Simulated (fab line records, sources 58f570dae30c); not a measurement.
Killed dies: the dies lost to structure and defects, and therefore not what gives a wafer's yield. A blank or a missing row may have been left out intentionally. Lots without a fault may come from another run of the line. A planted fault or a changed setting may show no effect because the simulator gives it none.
fab line records    flow berkeleyCmos170
record: lots: 6  wafers: 18  lastDay: 12
route steps=331 shown PLDD@154 NLDD@158 SPACER@171 PSD@175 NSD@187 M3@331
lots that met no fault: taken from a fault-free run of the same line
startH: hours from the record's first day to the start of the lot's first wafer shown    waitH: hours from the lot's prior step to this one    " as in the row above    L1.1+2: several wafers, shown together as one row    - no value, or no start was given    * or withheld: withheld    < > ~ a bound
route shown NAME@n: names a module that has steps shown in the file, with the first one's number in the route    usual: mean and standard deviation over wafers with no fault    same: alike in all rows    chamber/n: place in a boat    sites: each site's reading    _std_site: their standard deviation    _edge_site: inner sites' mean taken away from outer sites' mean    radiusMm: for every site, how far away it sits from the centre of the wafer    mask NAME#n: copy n    behind: the tool/chamber that last shaped the wafer    hold: what put the lot on hold/how long, in hours/how the hold closed    device: whichever transistor did not switch (one of n, p or np)    end of line: the tests these same wafers got at the end of their route    a step with no rows: only its recipe    killed: dies lost to structure and defects at the first sort, not the wafer's yield    map: dies across one wafer; x = killed, . = not, _ = none there
set.NAME: setting as actually run; set.NAME@STEP: the setting as run at that earlier step    model.NAME: the simulator's own value behind a step, which no gauge read
certain route steps with their lots: each step a table, each wafer a row
services: when a tool's chamber went out of use (startH, in hours from the record's first day, below 0 if earlier), for how many hours, and the reason
== steps ==
step: UCB170_PLDD_IMPLANT_09
recipe: species: BF2  doseCm2: 5e+13  energyKev: 10  tiltDeg: 7  rotationDeg: 180
step: UCB170_PLDD_STRIP_10
recipe: chemistry: O2  powerW: 400  pressureMtorr: 3500  platenTempC: withheld  o2FlowSccm: 400  overashFraction: 0.5
usual: chamberPressureMTorr: 3500/3.2  drypumpMotorCurrentA: 5.7/0.41  o2FlowSccm: 400.2/1.2  oesProductAu: 0.734/0.0045  stripTimeToEndpointS: 21.65/0.053
lot.wafer  tool            chamber  startH  waitH  chamberPressureMTorr  drypumpMotorCurrentA  o2FlowSccm  oesProductAu  rfHoursCounterH  stripTimeToEndpointS
L445.2     plasmaAsher-03  1        149.13  0.1    3497                  5.8                   399.8       0.738         2                21.65
L445.4     "               0        "       "      3500                  6.3                   400.2       0.728         -                21.69
L445.6     "               0        "       "      3502                  6.3                   401.2       0.734         -                21.63
L446.2     plasmaAsher-01  1        149.40  0.1    3495                  5.7                   399.8       0.739         45               21.65
L446.3     "               0        "       "      3498                  5.0                   401.0       0.729         -                21.65
L446.6     "               1        "       "      3502                  5.7                   397.5       0.732         -                21.57
L453.1     plasmaAsher-01  0        178.55  0.1    3500                  5.0                   400.9       0.726         48               21.73
L453.2     "               1        "       "      3493                  5.7                   400.0       0.734         48               21.75
L453.5     "               1        "       "      3494                  5.7                   400.0       0.736         -                21.73
L452.3     plasmaAsher-01  0        178.90  0.1    3503                  5.0                   401.5       0.737         -                21.66
L452.4     "               1        "       "      3503                  5.7                   400.4       0.724         -                21.68
L452.6     "               1        "       "      3496                  5.7                   399.8       0.730         -                21.69
L457.1     plasmaAsher-01  1        206.63  0.1    3501                  5.7                   401.9       0.733         51               21.72
L457.3     "               0        "       "      3496                  5.0                   400.0       0.731         -                21.72
L457.4     "               1        "       "      3495                  5.7                   399.7       0.736         -                21.69
L462.1     plasmaAsher-01  0        238.71  0.1    3497                  5.0                   397.9       0.733         55               21.70
L462.2     "               1        "       "      3500                  5.7                   399.3       0.732         55               21.61
L462.4     "               1        "       "      3498                  5.7                   399.3       0.732         -                21.69
step: UCB170_PLDD_TW_MEAS_11
usual: PLDD_TW: 1008/9.2
lot.wafer  tool          chamber  startH  waitH  PLDD_TW
L445.2     filmMetro-01  -        149.24  0.1    999
L445.4     "             -        "       "      998
L445.6     "             -        "       "      998
L446.2     filmMetro-01  -        149.51  0.1    995
L446.3     "             -        "       "      1001
L446.6     "             -        "       "      1000
L453.1     filmMetro-03  -        178.65  0.1    1013
L453.2     "             -        "       "      1006
L453.5     "             -        "       "      1007
L452.3     filmMetro-03  -        178.99  0.1    1006
L452.4     "             -        "       "      1007
L452.6     "             -        "       "      1011
L457.1     filmMetro-01  -        206.73  0.1    1000
L457.3     "             -        "       "      996
L457.4     "             -        "       "      1003
L462.1     filmMetro-01  -        238.81  0.1    998
L462.2     "             -        "       "      995
L462.4     "             -        "       "      996
step: UCB170_PLDD_CLEAN_12
recipe: chemistry: SPM  tempC: 120  timeS: 600
step: UCB170_NLDD_HMDS_00
recipe: primeTimeS: 60  primeTempC: 100
step: UCB170_NLDD_COAT_01
recipe: resist: KrF  spinRpm: 1500  resistThkNm: 900
step: UCB170_NLDD_SOFTBAKE_02
recipe: resist: KrF  tempC: 130.5  timeS: 60
step: UCB170_NLDD_EXPOSE_03
recipe: maskId: NSELECT  na: 0.5  sigmaOuter: 0.6  sourceShape: conventional  targetCdNm: 1200  doseMj: 30
step: UCB170_NLDD_PEB_04
recipe: pebTempC: 130  pebTimeS: withheld  resist: KrF
step: UCB170_NLDD_DEVELOP_05
recipe: developer: TMAH  developTimeS: 45  resist: KrF  devTempC: 21
step: UCB170_NLDD_CD_MEAS_06
recipe: targetCdNm: 1200
usual: cdNm: 1200.1/1.2
lot.wafer  tool      chamber  startH  waitH  cdNm
L445.2     cdSem-01  -        150.53  -      1199.5
L445.4     "         -        "       "      1199.2
L445.6     "         -        "       "      1198.7
L446.2     cdSem-02  -        150.81  -      1201.8
L446.3     "         -        "       "      1202.7
L446.6     "         -        "       "      1202.0
L453.1     cdSem-01  -        179.83  -      1198.7
L453.2     "         -        "       "      1200.5
L453.5     "         -        "       "      1200.0
L452.3     cdSem-02  -        180.59  -      1201.1
L452.4     "         -        "       "      1199.8
L452.6     "         -        "       "      1200.4
L457.1     cdSem-02  -        208.56  -      1200.3
L457.3     "         -        "       "      1199.8
L457.4     "         -        "       "      1198.9
L462.1     cdSem-01  -        240.20  -      1199.4
L462.2     "         -        "       "      1198.8
L462.4     "         -        "       "      1198.8
step: UCB170_NLDD_OVL_MEAS_07
usual: NLDD_OVL: -1/4.9
lot.wafer  tool        chamber  startH  waitH  NLDD_OVL[nm]
L445.2     overlay-02  -        150.64  0.1    -3
L445.4     "           -        "       "      0
L445.6     "           -        "       "      10
L446.2     overlay-02  -        150.91  0.1    4
L446.3     "           -        "       "      0
L446.6     "           -        "       "      -2
L453.1     overlay-01  -        179.95  0.1    -2
L453.2     "           -        "       "      4
L453.5     "           -        "       "      5
L452.3     overlay-02  -        180.69  0.1    -2
L452.4     "           -        "       "      1
L452.6     "           -        "       "      2
L457.1     overlay-02  -        208.68  0.1    3
L457.3     "           -        "       "      -5
L457.4     "           -        "       "      6
L462.1     overlay-01  -        240.32  0.1    -4
L462.2     "           -        "       "      -9
L462.4     "           -        "       "      -4
step: UCB170_NLDD_IMPLANT_08
recipe: species: As  doseCm2: 5e+13  energyKev: 30  tiltDeg: 7  rotationDeg: 0
usual: doseIonsCm2: 5e+13/5.5e+10
lot.wafer  tool          chamber  startH  waitH  doseIonsCm2
L445.2     implanter-04  0        150.69  0.0    5.004e+13
L445.4     "             0        "       "      5.005e+13
L445.6     "             0        "       "      5.002e+13
L446.2     implanter-02  0        150.97  0.0    5e+13
L446.3     "             0        "       "      5.006e+13
L446.6     "             0        "       "      4.997e+13
L453.1     implanter-02  0        179.98  0.0    5.011e+13
L453.2     "             0        "       "      5.004e+13
L453.5     "             0        "       "      5.003e+13
L452.3     implanter-02  0        180.76  0.1    4.997e+13
L452.4     "             0        "       "      4.992e+13
L452.6     "             0        "       "      5.003e+13
L457.1     implanter-04  0        208.72  0.0    4.998e+13
L457.3     "             0        "       "      4.997e+13
L457.4     "             0        "       "      5.001e+13
L462.1     implanter-01  0        240.36  0.0    4.998e+13
L462.2     "             0        "       "      4.996e+13
L462.4     "             0        "       "      5.009e+13
step: UCB170_NLDD_IMPLANT_09
recipe: species: As  doseCm2: 5e+13  energyKev: 30  tiltDeg: 7  rotationDeg: 180
step: UCB170_NLDD_STRIP_10
recipe: chemistry: O2  powerW: 400  pressureMtorr: 3500  platenTempC: withheld  o2FlowSccm: 400  overashFraction: 0.5
usual: chamberPressureMTorr: 3500/3.3  drypumpMotorCurrentA: 5.63/0.26  o2FlowSccm: 400.0/1.3  oesProductAu: 0.734/0.0043  stripTimeToEndpointS: 21.63/0.063
lot.wafer  tool            chamber  startH  waitH  chamberPressureMTorr  drypumpMotorCurrentA  o2FlowSccm  oesProductAu  rfHoursCounterH  stripTimeToEndpointS
L445.2     plasmaAsher-02  1        150.97  0.1    3501                  5.52                  402.4       0.736         38               21.76
L445.4     "               1        "       "      3497                  5.51                  401.3       0.736         -                21.76
L445.6     "               0        "       "      3501                  5.74                  400.0       0.734         -                21.79
L446.2     plasmaAsher-04  0        151.24  0.1    3504                  5.51                  399.1       0.730         45               21.59
L446.3     "               1        "       "      3502                  5.93                  400.8       0.731         -                21.60
L446.6     "               1        "       "      3497                  5.93                  399.9       0.736         -                21.51
L453.1     plasmaAsher-02  0        180.28  0.1    3500                  5.77                  398.9       0.741         41               21.63
L453.2     "               1        "       "      3499                  5.50                  400.1       0.732         41               21.62
L453.5     "               1        "       "      3500                  5.52                  398.2       0.731         -                21.62
L452.3     plasmaAsher-01  0        181.04  0.1    3499                  5.01                  400.7       0.734         -                21.73
L452.4     "               1        "       "      3501                  5.66                  400.6       0.725         -                21.64
L452.6     "               1        "       "      3500                  5.65                  399.0       0.729         -                21.64
L457.1     plasmaAsher-02  0        209.02  0.1    3500                  5.81                  401.4       0.733         44               21.70
L457.3     "               1        "       "      3502                  5.51                  401.1       0.729         -                21.71
L457.4     "               0        "       "      3494                  5.77                  400.5       0.735         -                21.70
L462.1     plasmaAsher-01  0        240.66  0.1    3502                  5.01                  400.6       0.731         55               21.56
L462.2     "               1        "       "      3493                  5.66                  400.9       0.731         55               21.64
L462.4     "               0        "       "      3504                  5.02                  400.4       0.736         -                21.62
step: UCB170_NLDD_TW_MEAS_11
usual: NLDD_TW: 2214/19
lot.wafer  tool          chamber  startH  waitH  NLDD_TW
L445.2     filmMetro-01  -        151.08  0.1    2191
L445.4     "             -        "       "      2190
L445.6     "             -        "       "      2208
L446.2     filmMetro-03  -        151.35  0.1    2224
L446.3     "             -        "       "      2214
L446.6     "             -        "       "      2210
L453.1     filmMetro-03  -        180.38  0.1    2213
L453.2     "             -        "       "      2205
L453.5     "             -        "       "      2214
L452.3     filmMetro-03  -        181.13  0.1    2213
L452.4     "             -        "       "      2197
L452.6     "             -        "       "      2184
L457.1     filmMetro-02  -        209.12  0.1    2251
L457.3     "             -        "       "      2262
L457.4     "             -        "       "      2250
L462.1     filmMetro-01  -        240.76  0.1    2194
L462.2     "             -        "       "      2209
L462.4     "             -        "       "      2200
step: UCB170_NLDD_CLEAN_12
recipe: chemistry: SPM  tempC: 120  timeS: 600
step: UCB170_SPACER_CVD_00
recipe: material: SiO2  targetThkNm: 376  tempC: 390  precursor: TEOS/O2  timeS: 47  rfW: 550  pressureMtorr: 9000
usual: heaterPowerW: 280/44
lot.wafer  tool      chamber  startH  waitH  heaterPowerW
L445.2     pecvd-03  1        151.30  0.0    262
L445.4     "         1        "       "      175
L445.6     "         0        "       "      246
L446.2     pecvd-04  2        151.58  0.0    269
L446.3     "         1        "       "      295
L446.6     "         1        "       "      311
L453.1     pecvd-04  0        180.62  0.0    292
L453.2     "         1        "       "      256
L453.5     "         1        "       "      269
L452.3     pecvd-01  0        181.36  0.0    295
L452.4     "         0        "       "      322
L452.6     "         2        "       "      277
L457.1     pecvd-04  0        209.35  0.0    327
L457.3     "         2        "       "      217
L457.4     "         2        "       "      232
L462.1     pecvd-04  1        240.99  0.0    271
L462.2     "         0        "       "      250
L462.4     "         1        "       "      280
step: UCB170_SPACER_THK_MEAS_01
recipe: reads: SiO2_of_SPACER_CVD_00
usual: SPACER_TEOS_THK: 375/5.4
lot.wafer  tool          chamber  startH  waitH  SPACER_TEOS_THK[nm]
L445.2     filmMetro-04  -        151.35  0.0    371
L445.4     "             -        "       "      374
L445.6     "             -        "       "      374
L446.2     filmMetro-01  -        151.63  0.0    376
L446.3     "             -        "       "      368
L446.6     "             -        "       "      380
L453.1     filmMetro-04  -        180.69  0.1    373
L453.2     "             -        "       "      379
L453.5     "             -        "       "      386
L452.3     filmMetro-04  -        181.42  0.0    377
L452.4     "             -        "       "      387
L452.6     "             -        "       "      384
L457.1     filmMetro-02  -        209.39  0.0    370
L457.3     "             -        "       "      372
L457.4     "             -        "       "      374
L462.1     filmMetro-04  -        241.04  0.0    373
L462.2     "             -        "       "      369
L462.4     "             -        "       "      382
step: UCB170_SPACER_ANNEAL_02
recipe: tempC: 900  timeS: 1800  ambient: N2
step: UCB170_SPACER_ETCHBACK_03
recipe: stopOn: Si  target: SiO2  chemistry: CHF3/CF4/Ar  CHF3_flow_sccm: 50  cf4FlowSccm: 10  Ar_flow_sccm: 120  pressureMtorr: 200  rfW: 500  targetDepthA: 3760  timeS: 100
usual: CHF3_flow_sccm: 50.02/0.14  chamberPressureMTorr: 199.98/0.19  drypumpMotorCurrentA: 5.5/0.31  oesProductAu: 0.893/0.02  throttleValvePct: 6.48/0.12
lot.wafer  tool        chamber  startH  waitH  CHF3_flow_sccm  chamberPressureMTorr  drypumpMotorCurrentA  oesProductAu  rfHoursCounterH  throttleValvePct
L445.2     rieDiel-04  1        156.72  0.0    50.01           200.32                4.9                   0.865         3                6.60
L445.4     "           3        "       "      49.98           200.19                5.1                   0.868         63               6.61
L445.6     "           1        "       "      49.83           200.04                4.9                   0.877         -                6.61
L446.2     rieDiel-01  0        156.72  0.0    49.87           199.81                5.6                   0.911         66               6.63
L446.3     "           3        "       "      50.05           199.68                5.8                   0.893         130              6.51
L446.6     "           0        "       "      49.79           199.96                5.5                   0.916         -                6.62
L453.1     rieDiel-03  3        185.99  0.0    50.07           199.88                5.5                   0.907         95               6.48
L453.2     "           0        "       "      50.03           199.93                5.8                   0.910         98               6.30
L453.5     "           0        "       "      49.95           199.92                5.8                   0.918         -                6.29
L452.3     rieDiel-03  3        186.06  0.1    49.89           199.91                5.6                   0.911         95               6.48
L452.4     "           1        "       "      49.93           199.94                6.1                   0.949         4                6.55
L452.6     "           3        "       "      49.85           200.05                5.6                   0.927         -                6.46
L457.1     rieDiel-01  0        215.79  0.0    49.99           200.15                5.6                   0.893         69               6.62
L457.3     "           1        "       "      50.10           200.17                5.5                   0.856         8                6.50
L457.4     "           2        "       "      49.83           200.11                5.4                   0.881         34               6.41
L462.1     rieDiel-01  3        247.32  0.0    50.03           199.92                5.8                   0.899         135              6.51
L462.2     "           0        "       "      50.08           200.00                5.6                   0.891         70               6.64
L462.4     "           2        "       "      49.75           200.22                5.4                   0.897         35               6.39
step: UCB170_PSD_HMDS_00
recipe: primeTimeS: 60  primeTempC: 100
step: UCB170_PSD_COAT_01
recipe: resist: KrF  spinRpm: 1500  resistThkNm: 900
step: UCB170_PSD_SOFTBAKE_02
recipe: resist: KrF  tempC: 130  timeS: 60
step: UCB170_PSD_EXPOSE_03
recipe: maskId: PSELECT_MOD  na: 0.5  sigmaOuter: 0.6  sourceShape: conventional  targetCdNm: 1200  doseMj: 30
step: UCB170_PSD_PEB_04
recipe: pebTempC: 129  pebTimeS: withheld  resist: KrF
step: UCB170_PSD_DEVELOP_05
recipe: developer: TMAH  developTimeS: 45  resist: KrF  devTempC: 21
step: UCB170_PSD_CD_MEAS_06
recipe: targetCdNm: 1200
usual: cdNm: 1200.3/1.3
lot.wafer  tool      chamber  startH  waitH  cdNm
L445.2     cdSem-01  -        157.90  -      1200.1
L445.4     "         -        "       "      1200.2
L445.6     "         -        "       "      1200.5
L446.2     cdSem-01  -        158.14  -      1201.1
L446.3     "         -        "       "      1200.9
L446.6     "         -        "       "      1200.4
L453.1     cdSem-02  -        187.51  -      1200.6
L453.2     "         -        "       "      1201.4
L453.5     "         -        "       "      1200.5
L452.3     cdSem-02  -        188.10  -      1202.2
L452.4     "         -        "       "      1202.3
L452.6     "         -        "       "      1203.8
L457.1     cdSem-01  -        216.83  -      1197.9
L457.3     "         -        "       "      1198.2
L457.4     "         -        "       "      1197.6
L462.1     cdSem-02  -        248.24  -      1201.3
L462.2     "         -        "       "      1199.0
L462.4     "         -        "       "      1200.0
step: UCB170_PSD_OVL_MEAS_07
usual: PSD_OVL: 4/6.2
lot.wafer  tool        chamber  startH  waitH  PSD_OVL[nm]
L445.2     overlay-02  -        158.01  0.1    8
L445.4     "           -        "       "      1
L445.6     "           -        "       "      8
L446.2     overlay-01  -        158.25  0.1    6
L446.3     "           -        "       "      1
L446.6     "           -        "       "      0
L453.1     overlay-02  -        187.63  0.1    2
L453.2     "           -        "       "      3
L453.5     "           -        "       "      -10
L452.3     overlay-02  -        188.19  0.1    0
L452.4     "           -        "       "      -4
L452.6     "           -        "       "      -10
L457.1     overlay-02  -        216.95  0.1    -5
L457.3     "           -        "       "      2
L457.4     "           -        "       "      9
L462.1     overlay-02  -        248.36  0.1    8
L462.2     "           -        "       "      10
L462.4     "           -        "       "      16
step: UCB170_PSD_IMPLANT_08
recipe: species: B  doseCm2: 3e+15  energyKev: 20  tiltDeg: 7
step: UCB170_PSD_STRIP_09
recipe: chemistry: O2  powerW: 400  pressureMtorr: 3500  platenTempC: withheld  o2FlowSccm: 400  overashFraction: 0.5
usual: chamberPressureMTorr: 3500/3.2  drypumpMotorCurrentA: 5.6/0.35  o2FlowSccm: 400.0/1.2  oesProductAu: 0.600/0.0046  stripTimeToEndpointS: 29.41/0.075
lot.wafer  tool            chamber  startH  waitH  chamberPressureMTorr  drypumpMotorCurrentA  o2FlowSccm  oesProductAu  rfHoursCounterH  stripTimeToEndpointS
L445.2     plasmaAsher-02  0        158.19  0.1    3506                  5.8                   399.1       0.599         39               29.50
L445.4     "               1        "       "      3505                  5.5                   400.3       0.593         -                29.45
L445.6     "               1        "       "      3499                  5.5                   401.0       0.595         -                29.42
L446.2     plasmaAsher-02  1        158.43  0.1    3503                  5.5                   399.8       0.598         39               29.37
L446.3     "               0        "       "      3504                  5.8                   402.2       0.604         -                29.45
L446.6     "               0        "       "      3497                  5.8                   401.4       0.604         -                29.42
L453.1     plasmaAsher-02  0        187.81  0.1    3504                  5.8                   401.3       0.599         42               29.30
L453.2     "               1        "       "      3499                  5.5                   399.5       0.599         42               29.30
L453.5     "               0        "       "      3494                  5.8                   397.3       0.599         -                29.34
L452.3     plasmaAsher-02  1        188.40  0.1    3500                  5.5                   398.9       0.605         -                29.31
L452.4     "               0        "       "      3500                  5.8                   400.0       0.611         -                29.34
L452.6     "               1        "       "      3499                  5.5                   399.5       0.605         -                29.26
L457.1     plasmaAsher-01  1        217.13  0.1    3498                  5.7                   399.1       0.609         52               29.32
L457.3     "               0        "       "      3503                  5.0                   400.2       0.600         -                29.39
L457.4     "               1        "       "      3503                  5.6                   400.5       0.607         -                29.52
L462.1     plasmaAsher-01  0        248.54  0.1    3502                  5.0                   400.5       0.597         56               29.53
L462.2     "               1        "       "      3493                  5.7                   400.0       0.604         56               29.49
L462.4     "               0        "       "      3506                  5.0                   400.0       0.602         -                29.50
step: UCB170_PSD_TW_MEAS_10
usual: PSD_TW: 2324/16
lot.wafer  tool          chamber  startH  waitH  PSD_TW
L445.2     filmMetro-03  -        158.30  0.1    2320
L445.4     "             -        "       "      2311
L445.6     "             -        "       "      2323
L446.2     filmMetro-03  -        158.54  0.1    2315
L446.3     "             -        "       "      2313
L446.6     "             -        "       "      2300
L453.1     filmMetro-01  -        187.91  0.1    2310
L453.2     "             -        "       "      2327
L453.5     "             -        "       "      2320
L452.3     filmMetro-01  -        188.48  0.1    2315
L452.4     "             -        "       "      2331
L452.6     "             -        "       "      2311
L457.1     filmMetro-03  -        217.23  0.1    2336
L457.3     "             -        "       "      2332
L457.4     "             -        "       "      2325
L462.1     filmMetro-01  -        248.64  0.1    2314
L462.2     "             -        "       "      2311
L462.4     "             -        "       "      2328
step: UCB170_PSD_CLEAN_11
recipe: chemistry: SPM  tempC: 120  timeS: 600
step: UCB170_NSD_HMDS_00
recipe: primeTimeS: 60  primeTempC: 100
step: UCB170_NSD_COAT_01
recipe: resist: KrF  spinRpm: 1500  resistThkNm: 900
step: UCB170_NSD_SOFTBAKE_02
recipe: resist: KrF  tempC: 130  timeS: 60
step: UCB170_NSD_EXPOSE_03
recipe: maskId: NSELECT_MOD  na: 0.5  sigmaOuter: 0.6  sourceShape: conventional  targetCdNm: 1200  doseMj: 29.78
step: UCB170_NSD_PEB_04
recipe: pebTempC: 130  pebTimeS: withheld  resist: KrF
step: UCB170_NSD_DEVELOP_05
recipe: developer: TMAH  developTimeS: 45  resist: KrF  devTempC: 21
step: UCB170_NSD_CD_MEAS_06
recipe: targetCdNm: 1200
usual: cdNm: 1199.9/1.5
lot.wafer  tool      chamber  startH  waitH  cdNm
L445.2     cdSem-02  -        160.09  -      1198.1
L445.4     "         -        "       "      1198.6
L445.6     "         -        "       "      1198.5
L446.2     cdSem-01  -        160.72  -      1200.8
L446.3     "         -        "       "      1200.4
L446.6     "         -        "       "      1200.0
L453.1     cdSem-01  -        189.50  -      1199.5
L453.2     "         -        "       "      1199.3
L453.5     "         -        "       "      1199.3
L452.3     cdSem-01  -        190.12  -      1202.0
L452.4     "         -        "       "      1201.9
L452.6     "         -        "       "      1203.0
L457.1     cdSem-01  -        218.68  -      1196.6
L457.3     "         -        "       "      1198.3
L457.4     "         -        "       "      1198.6
L462.1     cdSem-02  -        249.98  -      1202.8
L462.2     "         -        "       "      1201.0
L462.4     "         -        "       "      1202.6
step: UCB170_NSD_OVL_MEAS_07
usual: NSD_OVL: 1/4.5
lot.wafer  tool        chamber  startH  waitH  NSD_OVL[nm]
L445.2     overlay-02  -        160.19  0.1    5
L445.4     "           -        "       "      1
L445.6     "           -        "       "      4
L446.2     overlay-02  -        160.82  0.1    9
L446.3     "           -        "       "      9
L446.6     "           -        "       "      6
L453.1     overlay-02  -        189.62  0.1    1
L453.2     "           -        "       "      -1
L453.5     "           -        "       "      0
L452.3     overlay-02  -        190.21  0.1    -9
L452.4     "           -        "       "      -7
L452.6     "           -        "       "      -7
L457.1     overlay-01  -        218.80  0.1    0
L457.3     "           -        "       "      1
L457.4     "           -        "       "      4
L462.1     overlay-02  -        250.10  0.1    7
L462.2     "           -        "       "      2
L462.4     "           -        "       "      3
step: UCB170_NSD_IMPLANT_08
recipe: species: P  doseCm2: 3e+15  energyKev: 40  tiltDeg: 7
step: UCB170_SDANNEAL_RS_MEAS_05
recipe: thkMeasGauge: four-point-probe
usual: NLDD_RS: 616.2/1.4
lot.wafer  tool          chamber  startH  waitH  NLDD_RS[ohm/sq]
L445.2     filmMetro-03  -        162.13  0.1    616.9
L445.4     "             -        "       "      616.7
L445.6     "             -        "       "      618.0
L446.2     filmMetro-01  -        162.58  0.1    614.5
L446.3     "             -        "       "      616.5
L446.6     "             -        "       "      617.6
L453.1     filmMetro-01  -        191.35  0.1    577.7
L453.2     "             -        "       "      571.0
L453.5     "             -        "       "      600.4
L452.3     filmMetro-01  -        191.98  0.1    566.4
L452.4     "             -        "       "      560.0
L452.6     "             -        "       "      556.6
L457.1     filmMetro-02  -        221.13  0.1    614.7
L457.3     "             -        "       "      615.0
L457.4     "             -        "       "      614.8
L462.1     filmMetro-03  -        251.83  0.1    617.3
L462.2     "             -        "       "      616.2
L462.4     "             -        "       "      615.6
step: UCB170_M3_PROBE_99
lot.wafer  tool       chamber  startH  waitH  model.etest.nldd.rsOhmSq  model.etest.nmos_0p35.overlapFfUm
L445.2     prober-01  -        184.61  0.1    778.1                     0.2657
L445.4     prober-01  -        184.71  0.2    774.7                     0.2666
L445.6     prober-01  -        184.81  0.2    773.8                     0.2669
L446.2     prober-01  -        184.94  0.1    774.1                     0.2658
L446.3     prober-01  -        184.99  0.2    772                       0.2637
L446.6     prober-01  -        185.14  0.2    771                       0.2675
L453.1     prober-01  -        215.00  0.1    769.3                     0.2655
L453.2     prober-01  -        215.05  0.1    772.8                     0.2708
L453.5     prober-01  -        215.20  0.2    779.6                     0.2635
L452.3     prober-02  -        215.55  0.2    763.4                     0.2701
L457.1     prober-02  -        243.54  0.1    765.6                     0.2723
L457.3     prober-02  -        243.64  0.2    764.9                     0.2726
L457.4     prober-02  -        243.69  0.2    766.3                     0.2712
L462.1     prober-02  -        276.08  0.1    764.9                     0.2634
L462.2     prober-02  -        276.13  0.1    766.6                     0.2656
L462.4     prober-02  -        276.23  0.2    774.3                     0.2638
killed by level:class
L445.2 WELLDRIVE:geometricParticle:short=1 GATE:geometricParticle:short=1 SILICIDE:geometricParticle:short=1 M1:geometricParticle:short=1
L445.4 GATE:geometricParticle:open=2 GATE:geometricParticle:short=2 SACOX:geometricParticle:short=1 SPACER:geometricParticle:open=1 SILICIDE:geometricParticle:open=1
L445.6 SILICIDE:geometricParticle:short=1 V1:geometricParticle:short=1 V2:geometricParticle:open=1 M3:geometricParticle:open=1
L446.2 GATE:geometricParticle:short=2 SPACER:geometricParticle:short=1 M2:geometricParticle:short=1
L446.3 M1:geometricParticle:short=1
L446.6 START:geometricParticle:short=1 GATE:geometricParticle:open=1
L453.1 GATE:geometricParticle:short=1 GATE:geometricParticle:open=1 V1:geometricParticle:open=1
L453.2 M3:geometricParticle:short=1
L453.5 FIELD:geometricParticle:open=1 GATE:geometricParticle:short=1 M1:geometricParticle:short=1
L457.1 PSD:coatMicrobubblePrinted=3 FIELD:geometricParticle:short=1 SILICIDE:geometricParticle:open=1 M1:geometricParticle:short=1
L457.3 SPACER:geometricParticle:open=1 SILICIDE:geometricParticle:open=1 SILICIDE:geometricParticle:short=1 M2:geometricParticle:short=1 M2:geometricParticle:open=1
L457.4 GATE:geometricParticle:open=1 SPACER:geometricParticle:short=1
L462.1 WELLDRIVE:geometricParticle:short=1 GATE:geometricParticle:short=1 SILICIDE:geometricParticle:short=1 PWELL:areaEtch=1
L462.2 SPACER:geometricParticle:short=1
L462.4 WELLDRIVE:geometricParticle:open=1 GATE:geometricParticle:short=1 GATE:geometricParticle:open=1 V1:geometricParticle:short=1 V2:geometricParticle:short=1 M3:geometricParticle:open=1 PWELL:areaEtch=1
== services ==
tool            chamber  startH  hours  kind
pecvd-03        1        133.79  15.9   repair
pecvd-03        -        135.50  14.0   pm
pecvd-03        0        135.50  14.0   ventCycle
pecvd-03        1        135.50  14.1   ventCycle
pecvd-03        2        135.50  14.0   ventCycle
pecvd-01        -        141.19  14.6   pm
rieDiel-03      0        148.56  7.9    repair
pecvd-03        0        149.50  -      clean
pecvd-03        1        149.50  -      clean
pecvd-03        2        149.50  -      clean
pecvd-04        -        180.97  28.1   pm
pecvd-01        -        182.49  0.4    repair
pecvd-01        -        187.23  6.0    pm
plasmaAsher-02  -        193.46  1.0    repair
rieDiel-04      1        205.34  3.3    repair
plasmaAsher-03  -        212.55  1.7    repair
pecvd-04        -        221.39  5.2    repair
rieDiel-01      -        234.44  2.8    pm
pecvd-01        -        242.50  14.0   pm
pecvd-01        0        242.50  14.0   ventCycle
pecvd-01        1        242.50  14.0   ventCycle
pecvd-01        2        242.50  17.0   ventCycle
rieDiel-03      -        245.44  2.7    repair
pecvd-01        0        246.11  5.7    repair
== key ==
firstSign: step: UCB170_SDANNEAL_RS_MEAS_05  reading: NLDD_RS  direction: down  sigmas: 32  usual: 616.2  struck: 572.0
effect none on later readings
modelEffect: step: UCB170_M3_PROBE_99  value: etest.nldd.rsOhmSq  without: 784.5  struck: 771.3
metAt UCB170_NLDD_IMPLANT_08
struckWafers L452.3,L452.4,L452.6,L453.1,L453.2,L453.5
rowsEnd L452.4,L452.6
sortLeftOut L452.3
testerLeftOut L452,L453
onsetBetween 150.97 179.98
alsoFits UCB170_SPACER_ETCHBACK_03:rieDiel-03,UCB170_PSD_STRIP_09:plasmaAsher-02
fault: kind: processParameterDrift  tool: implanter-02  chamber: -  onsetH: 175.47  steps: UCB170_NLDD_IMPLANT_08  channel: tiltDeg  offset: -4  spreadByWafer: 0.3  shape: step  endH: 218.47  actsIn: theseRecipesOnly  stated: 7
testerLeftOut: of these lots the tester's yield and bins aren't shown, on N5 and GAA mostly nor the transistor test; their killed dies are dies lost to structure and defects alone, not to doping, threshold or leakage, so they don't give the yield
sortLeftOut: the simulated sort isn't trusted on such a fault, so these wafers' sort isn't shown, and their yield isn't known
rowsEnd: these wafers met a further fault down the route, and their rows from its step on are left out
